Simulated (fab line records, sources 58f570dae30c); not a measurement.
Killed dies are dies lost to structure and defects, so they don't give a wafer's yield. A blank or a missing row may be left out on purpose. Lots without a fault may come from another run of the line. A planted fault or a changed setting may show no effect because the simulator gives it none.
Chamber matching | flow berkeley_cmos170 | UCB170_GATE_ETCH_14 on rie_diel-01: 4 sister chambers
The step etches BARC in N2/H2. 14 wafers are shown with their chamber, then 7 later ones without.

WAFERS WITH THEIR CHAMBER
wafer  | chamber | throttle_valve_pct (%) | drypump_motor_current_A (A) | oes_product_au (a.u.)
L075.1 | 1       | 13.57                  | 5.0                         | 0.948
L075.2 | 3       | 13.16                  | 5.6                         | 0.981
L075.3 | 2       | 13.47                  | 5.7                         | 0.981
L074.1 | 1       | 13.57                  | 5.0                         | 0.949
L074.3 | 3       | 13.15                  | 5.6                         | 0.983
L074.6 | 1       | 13.58                  | 5.0                         | 0.953
L077.1 | 1       | 13.57                  | 5.0                         | 0.949
L077.3 | 3       | 13.16                  | 5.7                         | 0.980
L077.6 | 0       | 13.16                  | 6.3                         | 1.002
L080.1 | 2       | 13.47                  | 5.7                         | 0.975
L080.3 | 3       | 13.17                  | 5.6                         | 0.980
L080.4 | 2       | 13.46                  | 5.7                         | 0.973
L084.1 | 3       | 13.16                  | 5.6                         | 0.979
L084.2 | 2       | 13.47                  | 5.8                         | 0.981

SIGNATURES (means of the wafers above)
reading                 | chamber 0 | chamber 1 | chamber 2 | chamber 3 | scatter within a chamber
throttle_valve_pct      | 13.1600   | 13.5725   | 13.4675   | 13.1600   | 0.00592
drypump_motor_current_A | 6.300     | 5.000     | 5.725     | 5.620     | 0.0394
oes_product_au          | 1.00200   | 0.94975   | 0.97750   | 0.98060   | 0.00274
Rule: a wafer's distance from a chamber is the root of the sum, over the readings, of the square of ((its reading less the chamber's mean) divided by the reading's scatter). The wafer belongs to the nearest chamber; if the next one is less than 2 further off, it can't be placed. The scatter: the root of (the sum of the squares of (reading less its chamber's mean) over the shown wafers, divided by (wafers less chambers)).

WAFERS WITHOUT THEIR CHAMBER
wafer  | throttle_valve_pct (%) | drypump_motor_current_A (A) | oes_product_au (a.u.)
L084.5 | 13.17                  | 6.3                         | 0.993
L090.2 | 13.15                  | 5.6                         | 0.971
L090.4 | 13.56                  | 5.0                         | 0.939
L090.6 | 13.15                  | 6.3                         | 0.983
L095.2 | 13.16                  | 5.7                         | 0.993
L095.5 | 13.16                  | 6.3                         | 1.004
L095.6 | 13.58                  | 5.0                         | 0.941

WHICH CHAMBER EACH WENT THROUGH
wafer  | from the rows above | in truth
L084.5 | 0                   | 0
L090.2 | 3                   | 3
L090.4 | 1                   | 1
L090.6 | 0                   | 0
L095.2 | 3                   | 3
L095.5 | 0                   | 0
L095.6 | 1                   | 1
Placed correctly: 7 of 7. Can't be placed from these rows: 0. Placed wrongly: 0.
